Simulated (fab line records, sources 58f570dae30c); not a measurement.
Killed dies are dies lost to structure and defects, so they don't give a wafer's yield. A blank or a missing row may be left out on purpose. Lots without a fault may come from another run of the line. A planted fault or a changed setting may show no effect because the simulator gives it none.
fab line records | flow berkeley_cmos170
record lots=5 wafers=15 last_day=14
route steps=331 shown ACTIVE@63 PFIELD@79 FIELD@89 SACOX@97 SCREENOX@100
lots that met no fault: from a run of the same line without faults
start_h: hours from the record's first day to the start of the lot's first wafer shown | wait_h: hours since the lot's step before | " the same as in the row above | L1.1+2: a row that stands for several wafers | - no value, or no start given | * or withheld: withheld | < > ~ a bound
route shown NAME@n: a module of which the file shows steps, and the number in the route of the first | usual: mean/standard deviation of fault-free wafers | same: alike in all rows | chamber/n: place in a boat | sites: the reading at each site | _std_site: their standard deviation | _edge_site: outer sites' mean less inner sites' | radius_mm: how far each site lies from the wafer's centre | mask NAME#n: copy n | behind: the tool/chamber that last shaped the wafer | hold: why the lot was held/for how many hours/how that ended | device: the transistor (n, p or np) that didn't switch | end of line: the same wafers' tests at the end of the route | a step without rows: its recipe alone | killed: dies lost to structure and defects at the first sort, not the wafer's yield | map: a wafer's dies, x killed, . not, _ none there
set.NAME: the setting as run; set.NAME@STEP: as run at that earlier step | model.NAME: the simulator's own value behind a step, which no gauge read
lots at some steps of the route; a table a step, a row a wafer
services: from which hour (start_h, from the record's first day; less than 0 if before it) a tool's chamber was out of use, for how many hours, and why
## steps
# step UCB170_ACTIVE_THK_MEAS_03
# recipe reads=SiO2_of_ACTIVE_OXIDATION_02
# usual ACTIVE_OXIDE_THK=26.2/0.66
# columns lot.wafer tool chamber start_h wait_h ACTIVE_OXIDE_THK[nm]
L074.4 film_metro-03 - 79.80 0.0 26.9
L074.5 " - " " 26.9
L074.6 " - " " 27.2
L084.1 film_metro-02 - 131.78 0.0 26.7
L084.4 " - " " 26.9
L084.6 " - " " 26.5
L086.3 film_metro-02 - 154.83 0.0 24.7
L086.4 " - " " 24.6
L086.6 " - " " 24.5
L092.1 film_metro-01 - 198.97 0.0 25.9
L092.2 " - " " 25.7
L092.4 " - " " 25.7
L095.1 film_metro-02 - 212.70 0.1 26.9
L095.3 " - " " 26.7
L095.5 " - " " 27.3
# step UCB170_ACTIVE_ANNEAL_04
# recipe temp_c=1000 time_s=900 ambient=N2
# usual spike_tc_centre_C=1001.6/1.3 tube_center_temp_C=1000/0.091 zone_power_centre_pct=52.4/2.4
# columns lot.wafer tool chamber start_h wait_h spike_tc_centre_C tube_center_temp_C zone_power_centre_pct
L074.4 furnace-02 0 81.39 1.6 1001.5 999.95 51.9
L074.5 " 0 " " 1003.1 999.92 51.8
L074.6 " 0 " " 1002.0 999.9 51.9
L084.1 furnace-02 0 142.67 10.9 1001.4 999.94 52.3
L084.4 " 0 " " 1001.7 1000 52.9
L084.6 " 0 " " 1002.5 1000 52.6
L086.3 furnace-02 0 163.22 8.4 1000.2 999.91 52.4
L086.4 " 0 " " 1000.5 1000 53.2
L086.6 " 0 " " 1001.5 999.91 53.1
L092.1 furnace-02 0 206.13 7.2 1000.9 999.99 53.4
L092.2 " 0 " " 1001.7 999.91 52.1
L092.4 " 0 " " 999.2 1000.1 51.8
L095.1 furnace-02 0 220.07 7.4 1001.0 999.96 52.0
L095.3 " 0 " " 1002.2 999.97 53.4
L095.5 " 0 " " 1002.1 1000 52.0
# step UCB170_ACTIVE_CVD_05
# recipe material=Si3N4 target_thk_nm=220 temp_c=800 precursor=SiH2Cl2/NH3 time_s=3300 pressure_mtorr=200 sih2cl2_flow_sccm=25 nh3_flow_sccm=75
# usual spike_tc_centre_C=802.1/1.1 zone_power_centre_pct=40/3.1
# columns lot.wafer tool chamber start_h wait_h spike_tc_centre_C zone_power_centre_pct
L074.4 lpcvd-02 0 82.64 0.0 800.3 43
L074.5 " 0 " " 804.3 43
L074.6 " 0 " " 802.7 43
L084.1 lpcvd-01 1 144.23 0.3 802.9 35
L084.4 " 1 " " 802.1 36
L084.6 " 1 " " 802.7 35
L086.3 lpcvd-02 1 165.14 0.7 801.5 37
L086.4 " 1 " " 801.9 36
L086.6 " 1 " " 802.0 37
L092.1 lpcvd-02 1 207.38 0.0 803.2 37
L092.2 " 1 " " 800.5 37
L092.4 " 1 " " 800.9 36
L095.1 lpcvd-02 0 221.32 0.0 800.8 43
L095.3 " 0 " " 802.3 43
L095.5 " 0 " " 799.7 43
# step UCB170_ACTIVE_THK_MEAS_06
# recipe reads=Si3N4_of_ACTIVE_CVD_05
# usual ACTIVE_NITRIDE_THK=220.0/1.8
# columns lot.wafer tool chamber start_h wait_h ACTIVE_NITRIDE_THK[nm]
L074.4 film_metro-03 - 84.59 0.0 219.3
L074.5 " - " " 218.6
L074.6 " - " " 218.2
L084.1 film_metro-02 - 146.21 0.1 220.6
L084.4 " - " " 222.1
L084.6 " - " " 221.0
L086.3 film_metro-01 - 167.08 0.0 216.7
L086.4 " - " " 218.1
L086.6 " - " " 218.9
L092.1 film_metro-02 - 210.28 0.0 218.6
L092.2 " - " " 218.8
L092.4 " - " " 218.9
L095.1 film_metro-01 - 223.23 0.0 220.8
L095.3 " - " " 219.9
L095.5 " - " " 219.4
# step UCB170_ACTIVE_HMDS_07
# recipe prime_time_s=60 prime_temp_c=100
# same prime_time_s=60
# columns lot.wafer tool chamber start_h wait_h
L074.4+5+6 litho_track-02 0 84.78 0.2
L084.1+4+6 litho_track-04 0 146.27 0.1
L086.3+4+6 litho_track-01 0 167.17 0.1
L092.1+2+4 litho_track-01 0 210.34 0.1
L095.1+3+5 litho_track-02 0 223.29 0.1
# step UCB170_ACTIVE_COAT_08
# recipe resist=KrF spin_rpm=1500 resist_thk_nm=900
# columns lot.wafer tool chamber start_h wait_h
L074.4+5+6 litho_track-02 0 84.93 0.1
L084.1+4+6 litho_track-04 0 146.42 0.1
L086.3+4+6 litho_track-01 0 167.32 0.1
L092.1+2+4 litho_track-01 0 210.49 0.1
L095.1+3+5 litho_track-02 0 223.44 0.1
# step UCB170_ACTIVE_SOFTBAKE_09
# recipe resist=KrF temp_c=130 time_s=60
# columns lot.wafer tool chamber start_h wait_h
L074.4+5+6 litho_track-02 0 85.08 0.1
L084.1+4+6 litho_track-04 0 146.57 0.1
L086.3+4+6 litho_track-01 0 167.47 0.1
L092.1+2+4 litho_track-01 0 210.64 0.1
L095.1+3+5 litho_track-02 0 223.59 0.1
# step UCB170_ACTIVE_EXPOSE_10
# recipe mask_id=ACTIVE target_cd_nm=1200 na=0.5 sigma_outer=0.6 source_shape=conventional dose_mj=20
# usual exposure_dose_mJ_cm2=19.982/0.022
# columns lot.wafer tool chamber start_h wait_h mask exposure_dose_mJ_cm2
L074.4 krf_scanner-02 0 85.37 0.3 ACTIVE#0 19.987
L074.5 " 0 " " ACTIVE#0 20.009
L074.6 " 0 " " ACTIVE#0 20.001
L084.1 krf_scanner-01 0 147.02 0.4 ACTIVE#0 20.003
L084.4 " 0 " " ACTIVE#0 19.992
L084.6 " 0 " " ACTIVE#0 19.982
L086.3 krf_scanner-01 0 167.61 0.1 ACTIVE#0 19.935
L086.4 " 0 " " ACTIVE#0 19.962
L086.6 " 0 " " ACTIVE#0 19.963
L092.1 krf_scanner-01 0 210.90 0.2 ACTIVE#0 19.975
L092.2 " 0 " " ACTIVE#0 19.963
L092.4 " 0 " " ACTIVE#0 19.961
L095.1 krf_scanner-01 0 224.11 0.5 ACTIVE#0 19.984
L095.3 " 0 " " ACTIVE#0 19.983
L095.5 " 0 " " ACTIVE#0 19.996
# step UCB170_ACTIVE_PEB_11
# recipe peb_temp_c=130 peb_time_s=withheld resist=KrF
# columns lot.wafer tool chamber start_h wait_h
L074.4+5+6 litho_track-01 0 85.50 0.1
L084.1+4+6 litho_track-01 0 147.17 0.1
L086.3+4+6 litho_track-01 0 167.73 0.1
L092.1+2+4 litho_track-04 0 211.06 0.1
L095.1+3+5 litho_track-04 0 224.51 0.4
# step UCB170_ACTIVE_DEVELOP_12
# recipe developer=TMAH develop_time_s=45 resist=KrF dev_temp_c=21
# usual developer_temp_C=21.00/0.095
# columns lot.wafer tool chamber start_h wait_h developer_temp_C
L074.4 litho_track-01 0 - - 21.01
L074.5 " 0 " " 20.93
L074.6 " 0 " " 21.01
L084.1 litho_track-01 0 - - 21.14
L084.4 " 0 " " 21.08
L084.6 " 0 " " 21.16
L086.3 litho_track-01 0 - - 20.90
L086.4 " 0 " " 20.92
L086.6 " 0 " " 20.88
L092.1 litho_track-04 0 - - 21.15
L092.2 " 0 " " 21.17
L092.4 " 0 " " 21.01
L095.1 litho_track-04 0 - - 20.96
L095.3 " 0 " " 20.98
L095.5 " 0 " " 20.97
# step UCB170_ACTIVE_CD_MEAS_13
# recipe target_cd_nm=1200
# usual cd_nm=1199.5/1.5
# columns lot.wafer tool chamber start_h wait_h cd_nm
L074.4 cd_sem-02 - 85.76 - 1199.8
L074.5 " - " " 1201.0
L074.6 " - " " 1198.9
L084.1 cd_sem-02 - 147.45 - 1197.6
L084.4 " - " " 1198.9
L084.6 " - " " 1197.3
L086.3 cd_sem-02 - 168.00 - 1199.9
L086.4 " - " " 1201.1
L086.6 " - " " 1200.1
L092.1 cd_sem-01 - 211.34 - 1201.3
L092.2 " - " " 1202.2
L092.4 " - " " 1203.1
L095.1 cd_sem-02 - 224.79 - 1198.4
L095.3 " - " " 1199.2
L095.5 " - " " 1196.9
# step UCB170_ACTIVE_OVL_MEAS_14
# usual ACTIVE_OVL=-3/5
# columns lot.wafer tool chamber start_h wait_h ACTIVE_OVL[nm]
L074.4 overlay-01 - 85.84 0.1 -2
L074.5 " - " " 7
L074.6 " - " " -4
L084.1 overlay-01 - 147.57 0.1 -6
L084.4 " - " " -1
L084.6 " - " " -8
L086.3 overlay-01 - 168.09 0.1 -3
L086.4 " - " " -13
L086.6 " - " " -5
L092.1 overlay-01 - 211.46 0.1 -4
L092.2 " - " " 1
L092.4 " - " " -3
L095.1 overlay-02 - 224.91 0.1 -10
L095.3 " - " " -10
L095.5 " - " " -5
# step UCB170_ACTIVE_ETCH_15
# recipe chemistry=CH3F/Ar/O2 target=Si3N4 stop_on=SiO2 CH3F_flow_sccm=20 Ar_flow_sccm=50 O2_flow_sccm=7 pressure_mtorr=50 rf_w=450 target_depth_a=2420 over_etch_frac=0.1 time_s=151
# usual drypump_motor_current_A=5.6/0.45 oes_product_au=0.941/0.014 throttle_valve_pct=8.07/0.087
# same over_etch_frac=0.1
# columns lot.wafer tool chamber start_h wait_h drypump_motor_current_A oes_product_au rf_hours_counter_h throttle_valve_pct
L074.4 rie_diel-04 0 85.85 0.0 6.0 0.948 36 8.16
L074.5 " 2 " " 5.8 0.949 - 8.03
L074.6 " 1 " " 6.1 0.911 - 8.14
L084.1 rie_diel-01 3 147.60 0.0 5.9 0.956 44 8.13
L084.4 " 2 " " 5.2 0.965 30 8.04
L084.6 " 1 " " 5.2 0.932 - 8.01
L086.3 rie_diel-01 2 168.11 0.0 5.2 0.952 30 8.05
L086.4 " 1 " " 5.2 0.933 41 8.01
L086.6 " 1 " " 5.2 0.925 - 8.01
L092.1 rie_diel-01 1 211.49 0.0 5.2 0.929 43 8.03
L092.2 " 0 " " 5.7 0.950 78 8.01
L092.4 " 3 " " 6.0 0.949 46 8.12
L095.1 rie_diel-01 3 224.94 0.0 6.0 0.952 47 8.14
L095.3 " 0 " " 5.7 0.953 78 7.99
L095.5 " 1 " " 5.2 0.933 - 8.01
# step UCB170_ACTIVE_STRIP_16
# recipe chemistry=O2 power_w=400 pressure_mtorr=3500 platen_temp_c=withheld o2_flow_sccm=400 overash_fraction=0.5
# usual drypump_motor_current_A=5.8/0.34 oes_product_au=0.721/0.0039 strip_time_to_endpoint_s=18.08/0.093
# columns lot.wafer tool chamber start_h wait_h drypump_motor_current_A oes_product_au rf_hours_counter_h strip_time_to_endpoint_s
L074.4 plasma_asher-03 1 85.99 0.1 6.4 0.719 - 18.11
L074.5 " 0 " " 5.6 0.713 - 18.05
L074.6 " 1 " " 6.4 0.725 - 18.01
L084.1 plasma_asher-03 0 147.70 0.1 5.6 0.716 3 18.18
L084.4 " 0 " " 5.5 0.719 - 18.27
L084.6 " 1 " " 6.5 0.722 - 18.25
L086.3 plasma_asher-02 1 168.25 0.1 5.6 0.724 - 18.11
L086.4 " 0 " " 5.9 0.724 - 18.20
L086.6 " 1 " " 5.6 0.722 - 18.13
L092.1 plasma_asher-02 1 211.59 0.1 5.6 0.723 45 18.10
L092.2 " 0 " " 5.9 0.725 45 18.03
L092.4 " 1 " " 5.6 0.718 - 18.13
L095.1 plasma_asher-02 1 225.04 0.1 5.6 0.720 45 18.12
L095.3 " 1 " " 5.6 0.720 - 17.94
L095.5 " 1 " " 5.6 0.722 - 18.06
# step UCB170_ACTIVE_CD_MEAS_90
# recipe target_cd_nm=1200
# usual cd_nm=1199.5/1.5
# columns lot.wafer tool chamber start_h wait_h cd_nm
L074.4 cd_sem-01 - 86.13 0.1 1200.3
L074.5 " - " " 1200.9
L074.6 " - " " 1198.4
L084.1 cd_sem-01 - 147.80 0.1 1197.7
L084.4 " - " " 1198.9
L084.6 " - " " 1197.3
L086.3 cd_sem-02 - 168.36 0.1 1199.8
L086.4 " - " " 1200.8
L086.6 " - " " 1200.2
L092.1 cd_sem-01 - 211.69 0.1 1201.6
L092.2 " - " " 1202.2
L092.4 " - " " 1202.7
L095.1 cd_sem-01 - 225.14 0.1 1198.5
L095.3 " - " " 1199.3
L095.5 " - " " 1196.9
# step UCB170_ACTIVE_CLEAN_17
# recipe chemistry=SPM temp_c=120 time_s=600
# columns lot.wafer tool chamber start_h wait_h
L074.4+5+6 wet_bench-04 1 87.18 1.0
L084.1+4+6 wet_bench-01 2 147.92 0.1
L086.3+4+6 wet_bench-04 0 171.11 2.7
L092.1+2+4 wet_bench-03 2 211.83 0.1
L095.1+3+5 wet_bench-03 0 225.26 0.1
# step UCB170_PFIELD_HMDS_00
# recipe prime_time_s=60 prime_temp_c=100
# same prime_time_s=60
# columns lot.wafer tool chamber start_h wait_h
L074.4+5+6 litho_track-03 0 87.70 0.3
L084.1+4+6 litho_track-04 0 148.27 0.2
L086.3+4+6 litho_track-04 0 171.75 0.5
L092.1+2+4 litho_track-01 0 212.01 0.0
L095.1+3+5 litho_track-01 0 225.71 0.3
# step UCB170_PFIELD_COAT_01
# recipe resist=KrF spin_rpm=1500 resist_thk_nm=900
# columns lot.wafer tool chamber start_h wait_h
L074.4+5+6 litho_track-03 0 87.85 0.1
L084.1+4+6 litho_track-04 0 148.42 0.1
L086.3+4+6 litho_track-04 0 171.90 0.1
L092.1+2+4 litho_track-01 0 212.16 0.1
L095.1+3+5 litho_track-01 0 225.86 0.1
# step UCB170_PFIELD_SOFTBAKE_02
# recipe resist=KrF temp_c=130 time_s=60
# columns lot.wafer tool chamber start_h wait_h
L074.4+5+6 litho_track-03 0 88.00 0.1
L084.1+4+6 litho_track-04 0 148.57 0.1
L086.3+4+6 litho_track-04 0 172.05 0.1
L092.1+2+4 litho_track-01 0 212.31 0.1
L095.1+3+5 litho_track-01 0 226.01 0.1
# step UCB170_PFIELD_EXPOSE_03
# recipe mask_id=PFIELD na=0.5 sigma_outer=0.6 source_shape=conventional target_cd_nm=1500 dose_mj=30
# usual exposure_dose_mJ_cm2=30.006/0.026
# columns lot.wafer tool chamber start_h wait_h mask exposure_dose_mJ_cm2
L074.4 krf_scanner-02 0 88.25 0.2 PFIELD#0 29.991
L074.5 " 0 " " PFIELD#0 30.005
L074.6 " 0 " " PFIELD#0 30.019
L084.1 krf_scanner-01 0 148.90 0.3 PFIELD#0 29.985
L084.4 " 0 " " PFIELD#0 30.006
L084.6 " 0 " " PFIELD#0 30.008
L086.3 krf_scanner-01 0 172.31 0.2 PFIELD#0 29.993
L086.4 " 0 " " PFIELD#0 29.989
L086.6 " 0 " " PFIELD#0 30.024
L092.1 krf_scanner-01 0 212.46 0.1 PFIELD#0 29.974
L092.2 " 0 " " PFIELD#0 30.039
L092.4 " 0 " " PFIELD#0 29.985
L095.1 krf_scanner-01 0 226.29 0.2 PFIELD#0 30.020
L095.3 " 0 " " PFIELD#0 30.006
L095.5 " 0 " " PFIELD#0 29.989
# step UCB170_PFIELD_PEB_04
# recipe peb_temp_c=130 peb_time_s=withheld resist=KrF
# columns lot.wafer tool chamber start_h wait_h
L074.4+5+6 litho_track-03 0 88.45 0.2
L084.1+4+6 litho_track-01 0 149.01 0.1
L086.3+4+6 litho_track-03 0 172.65 0.3
L092.1+2+4 litho_track-04 0 212.57 0.1
L095.1+3+5 litho_track-04 0 226.51 0.2
# step UCB170_PFIELD_DEVELOP_05
# recipe developer=TMAH develop_time_s=45 resist=KrF dev_temp_c=21
# usual developer_temp_C=21.02/0.1
# columns lot.wafer tool chamber start_h wait_h developer_temp_C
L074.4 litho_track-03 0 - - 20.77
L074.5 " 0 " " 20.74
L074.6 " 0 " " 21.04
L084.1 litho_track-01 0 - - 20.94
L084.4 " 0 " " 21.06
L084.6 " 0 " " 21.09
L086.3 litho_track-03 0 - - 21.21
L086.4 " 0 " " 20.99
L086.6 " 0 " " 21.18
L092.1 litho_track-04 0 - - 20.96
L092.2 " 0 " " 20.98
L092.4 " 0 " " 20.95
L095.1 litho_track-04 0 - - 21.06
L095.3 " 0 " " 21.07
L095.5 " 0 " " 21.00
# step UCB170_PFIELD_OVL_MEAS_06
# usual PFIELD_OVL=-3/4.8
# columns lot.wafer tool chamber start_h wait_h PFIELD_OVL[nm]
L074.4 overlay-02 - 88.67 - 3
L074.5 " - " " -1
L074.6 " - " " 0
L084.1 overlay-02 - 149.29 - -1
L084.4 " - " " -3
L084.6 " - " " -1
L086.3 overlay-02 - 172.89 - 2
L086.4 " - " " 1
L086.6 " - " " 2
L092.1 overlay-01 - 212.85 - -4
L092.2 " - " " -2
L092.4 " - " " 1
L095.1 overlay-01 - 226.79 - -3
L095.3 " - " " -1
L095.5 " - " " -3
# step UCB170_PFIELD_IMPLANT_07
# recipe species=B dose_cm2=2e+13 energy_kev=80 tilt_deg=7
# usual beam_energy_keV=79.997/0.028 end_station_pressure_torr=5.04e-06/2.7e-07
# columns lot.wafer tool chamber start_h wait_h beam_energy_keV end_station_pressure_torr
L074.4 implanter-02 0 88.76 0.1 79.970 5.1e-06
L074.5 " 0 " " 80.007 5.27e-06
L074.6 " 0 " " 79.939 5.42e-06
L084.1 implanter-02 0 149.33 0.0 79.988 5.3e-06
L084.4 " 0 " " 79.986 4.98e-06
L084.6 " 0 " " 80.009 5.11e-06
L086.3 implanter-03 0 172.96 0.1 80.024 5.26e-06
L086.4 " 0 " " 80.000 4.94e-06
L086.6 " 0 " " 79.973 5.03e-06
L092.1 implanter-03 0 212.88 0.0 80.073 4.86e-06
L092.2 " 0 " " 80.043 4.89e-06
L092.4 " 0 " " 80.033 5.24e-06
L095.1 implanter-01 0 226.82 0.0 79.980 5.35e-06
L095.3 " 0 " " 79.974 5.43e-06
L095.5 " 0 " " 79.957 5.41e-06
# step UCB170_PFIELD_STRIP_08
# recipe chemistry=O2 power_w=400 pressure_mtorr=3500 platen_temp_c=withheld o2_flow_sccm=400 overash_fraction=0.5
# usual drypump_motor_current_A=5.60/0.19 oes_product_au=0.734/0.0046 strip_time_to_endpoint_s=21.62/0.055
# columns lot.wafer tool chamber start_h wait_h drypump_motor_current_A oes_product_au rf_hours_counter_h strip_time_to_endpoint_s
L074.4 plasma_asher-04 1 88.87 0.1 5.51 0.733 - 21.63
L074.5 " 1 " " 5.46 0.729 - 21.56
L074.6 " 0 " " 5.43 0.736 - 21.57
L084.1 plasma_asher-04 0 149.48 0.1 5.43 0.724 44 21.64
L084.4 " 1 " " 5.48 0.730 - 21.70
L084.6 " 1 " " 5.48 0.735 - 21.69
L086.3 plasma_asher-04 0 173.09 0.1 5.43 0.738 - 21.69
L086.4 " 1 " " 5.47 0.743 - 21.70
L086.6 " 0 " " 5.42 0.723 - 21.78
L092.1 plasma_asher-04 0 213.03 0.1 5.43 0.738 49 21.62
L092.2 " 1 " " 5.47 0.725 49 21.60
L092.4 " 0 " " 5.43 0.734 - 21.52
L095.1 plasma_asher-04 1 227.00 0.1 5.49 0.730 51 21.67
L095.3 " 0 " " 5.45 0.729 - 21.65
L095.5 " 0 " " 5.41 0.730 - 21.56
# step UCB170_PFIELD_TW_MEAS_09
# usual PFIELD_TW=599/5
# columns lot.wafer tool chamber start_h wait_h PFIELD_TW
L074.4 film_metro-04 - 88.97 0.1 606
L074.5 " - " " 606
L074.6 " - " " 601
L084.1 film_metro-04 - 149.58 0.1 604
L084.4 " - " " 607
L084.6 " - " " 604
L086.3 film_metro-02 - 173.18 0.1 603
L086.4 " - " " 598
L086.6 " - " " 598
L092.1 film_metro-02 - 213.13 0.1 595
L092.2 " - " " 594
L092.4 " - " " 592
L095.1 film_metro-04 - 227.10 0.1 607
L095.3 " - " " 606
L095.5 " - " " 608
# step UCB170_FIELD_CLEAN_00
# recipe chemistry=dHF dilution=25:1 time_s=7.5
# columns lot.wafer tool chamber start_h wait_h
L074.4+5+6 wet_bench-01 2 89.00 0.0
L084.1+4+6 wet_bench-02 3 149.64 0.1
L086.3+4+6 wet_bench-03 0 173.31 0.1
L092.1+2+4 wet_bench-03 3 213.19 0.1
L095.1+3+5 wet_bench-03 3 227.33 0.2
# step UCB170_FIELD_OXIDATION_01
# recipe temp_c=1000 ambient=H2O p_h2o_torr=584.62 target_thk_a=5583 ox_time_s=7200
# usual spike_tc_centre_C=1001.8/1.3 tube_center_temp_C=1000/0.094 zone_power_centre_pct=53/3.4
# columns lot.wafer tool chamber start_h wait_h spike_tc_centre_C tube_center_temp_C zone_power_centre_pct
L074.4 furnace-02 0 93.97 5.0 1002.5 1000 52
L074.5 " 0 " " 1000.8 999.99 52
L074.6 " 0 " " 999.7 1000.1 52
L084.1 furnace-02 0 156.06 6.4 1000.1 999.81 53
L084.4 " 0 " " 1001.1 1000.1 52
L084.6 " 0 " " 1000.2 999.92 54
L086.3 furnace-04 0 181.55 8.2 1003.3 999.85 54
L086.4 " 0 " " 1002.4 999.93 54
L086.6 " 0 " " 1005.0 1000 54
L092.1 furnace-04 0 220.98 7.8 1003.0 999.87 55
L092.2 " 0 " " 1004.0 999.96 54
L092.4 " 0 " " 1003.4 1000 54
L095.1 furnace-04 0 235.15 7.8 1005.1 999.96 54
L095.3 " 0 " " 1002.8 999.92 53
L095.5 " 0 " " 1003.9 999.86 54
# step UCB170_FIELD_THK_MEAS_02
# recipe reads=SiO2_of_FIELD_OXIDATION_01
# usual FIELD_OXIDE_THK=554/11
# columns lot.wafer tool chamber start_h wait_h FIELD_OXIDE_THK[nm]
L074.4 film_metro-01 - 97.00 0.0 548
L074.5 " - " " 544
L074.6 " - " " 547
L084.1 film_metro-03 - 159.11 0.1 540
L084.4 " - " " 544
L084.6 " - " " 544
L086.3 film_metro-04 - 184.57 0.0 571
L086.4 " - " " 567
L086.6 " - " " 565
L092.1 film_metro-03 - 223.98 0.0 540
L092.2 " - " " 544
L092.4 " - " " 536
L095.1 film_metro-03 - 238.15 0.0 552
L095.3 " - " " 555
L095.5 " - " " 553
# step UCB170_FIELD_ANNEAL_03
# recipe temp_c=1000 time_s=1200 ambient=N2
# usual spike_tc_centre_C=1001.6/1.1 tube_center_temp_C=1000/0.088 zone_power_centre_pct=53.0/1.2
# columns lot.wafer tool chamber start_h wait_h spike_tc_centre_C tube_center_temp_C zone_power_centre_pct
L074.4 furnace-02 0 101.07 4.1 1000.5 1000.1 52.4
L074.5 " 0 " " 1001.3 1000.2 52.3
L074.6 " 0 " " 1002.0 999.95 52.8
L084.1 furnace-02 0 168.07 8.9 1001.4 999.79 51.5
L084.4 " 0 " " 1000.4 999.92 53.0
L084.6 " 0 " " 999.3 1000.1 52.0
L086.3 furnace-02 0 185.52 0.9 999.6 1000.1 52.0
L086.4 " 0 " " 1000.8 1000.1 53.4
L086.6 " 0 " " 998.1 999.93 51.5
L092.1 furnace-04 0 230.32 6.3 1001.6 1000 54.4
L092.2 " 0 " " 1002.5 1000 54.5
L092.4 " 0 " " 1001.3 1000 54.8
L095.1 furnace-04 0 245.50 7.3 1002.4 999.91 53.8
L095.3 " 0 " " 1003.5 1000.2 53.6
L095.5 " 0 " " 1002.8 1000.1 55.0
# step UCB170_FIELD_WET_ETCH_04
# recipe chemistry=dHF dilution=10:1 target=SiO2 temp_c=25 time_s=60
# columns lot.wafer tool chamber start_h wait_h
L074.4+5+6 wet_bench-01 3 102.41 0.0
L084.1+4+6 wet_bench-02 0 169.40 0.0
L086.3+4+6 wet_bench-02 1 186.85 0.0
L092.1+2+4 wet_bench-03 3 231.65 0.0
L095.1+3+5 wet_bench-02 3 247.12 0.3
# step UCB170_FIELD_WET_ETCH_05
# recipe chemistry=H3PO4 target=Si3N4 temp_c=160 time_s=12600
# columns lot.wafer tool chamber start_h wait_h
L074.4+5+6 wet_bench-02 1 102.43 0.0
L084.1+4+6 wet_bench-02 1 169.43 0.0
L086.3+4+6 wet_bench-01 2 186.88 0.0
L092.1+2+4 wet_bench-01 0 231.67 0.0
L095.1+3+5 wet_bench-02 1 247.34 0.2
# step UCB170_FIELD_WET_ETCH_06
# recipe chemistry=BOE dilution=5:1 target=SiO2 temp_c=25 time_s=22
# columns lot.wafer tool chamber start_h wait_h
L074.4+5+6 wet_bench-02 3 105.96 0.0
L084.1+4+6 wet_bench-03 2 173.61 0.0
L086.3+4+6 wet_bench-02 3 190.38 0.0
L092.1+2+4 wet_bench-02 3 235.50 0.0
L095.1+3+5 wet_bench-02 3 251.78 0.3
# step UCB170_FIELD_THK_MEAS_90
# recipe reads=SiO2_of_FIELD_OXIDATION_01
# usual FIELD_OXIDE_LEFT_1_THK=437/12
# columns lot.wafer tool chamber start_h wait_h FIELD_OXIDE_LEFT_1_THK[nm]
L074.4 film_metro-04 - 106.01 0.0 431
L074.5 " - " " 428
L074.6 " - " " 430
L084.1 film_metro-04 - 173.62 0.0 424
L084.4 " - " " 428
L084.6 " - " " 428
L086.3 film_metro-04 - 190.42 0.0 454
L086.4 " - " " 450
L086.6 " - " " 448
L092.1 film_metro-04 - 235.53 0.0 422
L092.2 " - " " 426
L092.4 " - " " 419
L095.1 film_metro-03 - 251.79 0.0 435
L095.3 " - " " 438
L095.5 " - " " 437
# step UCB170_SACOX_CLEAN_00
# recipe chemistry=dHF dilution=25:1 time_s=7.5
# columns lot.wafer tool chamber start_h wait_h
L074.4+5+6 wet_bench-02 1 106.04 0.0
L084.1+4+6 wet_bench-02 2 173.68 0.1
L086.3+4+6 wet_bench-04 2 190.46 0.0
L092.1+2+4 wet_bench-02 2 235.59 0.1
L095.1+3+5 wet_bench-02 3 251.98 0.2
# step UCB170_SACOX_OXIDATION_01
# recipe temp_c=900 ambient=O2 target_thk_a=144 ox_time_s=2400
# usual spike_tc_centre_C=901.6/1.2 tube_center_temp_C=900/0.083 zone_power_centre_pct=45.9/2.9
# columns lot.wafer tool chamber start_h wait_h spike_tc_centre_C tube_center_temp_C zone_power_centre_pct
L074.4 furnace-04 0 109.53 3.5 901.8 900.03 48.3
L074.5 " 0 " " 901.3 900.01 48.4
L074.6 " 0 " " 903.1 900.08 47.5
L084.1 furnace-02 0 182.35 8.7 901.2 899.92 46.2
L084.4 " 0 " " 900.8 900.05 46.3
L084.6 " 0 " " 902.1 899.93 47.1
L086.3 furnace-02 0 198.97 8.5 899.0 899.94 45.7
L086.4 " 0 " " 901.2 900.02 46.4
L086.6 " 0 " " 901.6 899.86 45.4
L092.1 furnace-02 0 243.28 7.7 900.5 899.9 45.4
L092.2 " 0 " " 901.3 899.9 46.7
L092.4 " 0 " " 900.9 899.98 46.4
L095.1 furnace-04 0 260.36 8.4 903.0 900.02 47.9
L095.3 " 0 " " 902.8 900.03 47.3
L095.5 " 0 " " 903.3 900.03 47.6
# step UCB170_SACOX_THK_MEAS_02
# recipe reads=SiO2_of_SACOX_OXIDATION_01
# usual SACOX_OXIDE_THK=14.31/0.27
# columns lot.wafer tool chamber start_h wait_h SACOX_OXIDE_THK[nm]
L074.4 film_metro-04 - 111.22 0.0 14.21
L074.5 " - " " 14.23
L074.6 " - " " 14.11
L084.1 film_metro-02 - 184.02 0.0 14.21
L084.4 " - " " 14.27
L084.6 " - " " 14.19
L086.3 film_metro-04 - 200.65 0.0 14.30
L086.4 " - " " 14.21
L086.6 " - " " 14.19
L092.1 film_metro-04 - 244.95 0.0 14.04
L092.2 " - " " 14.07
L092.4 " - " " 14.06
L095.1 film_metro-03 - 262.03 0.0 14.27
L095.3 " - " " 14.48
L095.5 " - " " 14.29
# step UCB170_SCREENOX_WET_ETCH_00
# recipe chemistry=dHF dilution=25:1 target=SiO2 temp_c=25 time_s=200
# columns lot.wafer tool chamber start_h wait_h
L074.4+5+6 wet_bench-04 1 111.25 0.0
L084.1+4+6 wet_bench-02 2 184.08 0.1
L086.3+4+6 wet_bench-04 1 200.69 0.0
L092.1+2+4 wet_bench-02 1 245.01 0.1
L095.1+3+5 wet_bench-02 0 262.09 0.1
## services
# columns tool chamber start_h hours kind
krf_scanner-01 - 57.54 1.8 repair
krf_scanner-02 - 60.80 0.8 pm
krf_scanner-01 - 63.87 3.0 pm
implanter-03 - 67.67 5.4 pm
krf_scanner-02 - 70.08 1.2 repair
implanter-02 - 77.59 3.2 pm
krf_scanner-01 - 81.47 4.4 pm
furnace-04 - 83.71 3.8 pm
krf_scanner-02 - 104.75 0.5 repair
plasma_asher-03 - 108.75 9.0 pm
furnace-02 - 112.04 4.0 pm
krf_scanner-01 - 115.42 1.3 pm
furnace-04 - 124.78 4.4 pm
krf_scanner-01 - 138.43 1.0 pm
plasma_asher-02 - 148.37 3.1 repair
krf_scanner-01 - 178.79 0.8 pm
krf_scanner-01 - 179.25 0.5 repair
wet_bench-01 - 197.07 4.4 pm
plasma_asher-02 - 231.04 4.2 repair
krf_scanner-01 - 231.31 4.4 pm
wet_bench-03 - 233.16 1.4 repair
wet_bench-01 - 235.50 36.9 pm
furnace-04 - 251.68 3.4 pm
lpcvd-02 - 256.93 0.7 repair
## key
fault none
